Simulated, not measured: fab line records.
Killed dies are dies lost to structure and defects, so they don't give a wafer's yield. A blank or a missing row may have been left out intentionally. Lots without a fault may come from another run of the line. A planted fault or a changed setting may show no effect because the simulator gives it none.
Which tool was responsible? | flow ritCmos | 7 lots with 21 wafers sampled at 2 steps, on a route of 202 steps

== WHAT THE GAUGES SHOWED, per wafer ==
RIT_NLDD_OVL_MEAS_06.
lot  | measured    | on         | NLDD_OVL (nm)
L828 | day 2 21:34 | overlay-02 | -1.6 -0.1 -3.3
L830 | day 3 07:47 | overlay-01 | -0.3 -0.8 -0.3
L833 | day 4 01:39 | overlay-02 | 0.1 0.8 0.5
L840 | day 5 23:28 | overlay-02 | - - -
L842 | day 6 05:00 | overlay-02 | - - -
L846 | day 7 00:37 | overlay-01 | 1.1 -1.7 0.8
L849 | day 7 11:59 | overlay-01 | 1.7 1.7 0.9

== WHICH TOOL RAN EACH LOT (tool, then ch and the chambers of the sampled wafers, then the start) ==
lot  | RIT_NLDD_COAT_01
L828 | lithoTrack-02 ch 0, day 2 20:46
L830 | lithoTrack-02 ch 0, day 3 07:05
L833 | lithoTrack-03 ch 0, day 4 00:50
L840 | lithoTrack-02, day 5 22:47
L842 | lithoTrack-02, day 6 04:18
L846 | lithoTrack-03 ch 0, day 6 23:58
L849 | lithoTrack-04 ch 0, day 7 11:13
- RIT_NLDD_COAT_01: resist thk 1000 nm.

== THE ANSWER, worked out from the rows above alone ==
Rule: usual is defined by the lots themselves. The widest of any qualifying gaps counts: lots, ordered by their means at a reading, are off when they make up no more than a third of the lots, leave a main group of 4 or more, and stand apart from it by 3 or more times the standard deviation of that group's means. Not used: any main group whose means are identical at the precision the tables above print for the reading. Also off: a lot with no number at a reading for which 4 or more lots have one. Where the step has rows for the other lots, those lots are counted as sound.
Off: L840, L842, at RIT_NLDD_OVL_MEAS_06 (NLDD_OVL). Without a number there: L840, L842. The main group has a mean of -0.0 nm with a standard deviation of 1.
If a tool, at a process step before that reading, ran all the lots that are off and no sound lot after the first of them, it fits. The gauges at RIT_NLDD_OVL_MEAS_06 are tried like those tools. 2 tools fit, lithoTrack-02 at RIT_NLDD_COAT_01 and overlay-02 at RIT_NLDD_OVL_MEAS_06, so this cannot tell which one it is.

== WHAT THE SIMULATOR HAD PUT IN ==
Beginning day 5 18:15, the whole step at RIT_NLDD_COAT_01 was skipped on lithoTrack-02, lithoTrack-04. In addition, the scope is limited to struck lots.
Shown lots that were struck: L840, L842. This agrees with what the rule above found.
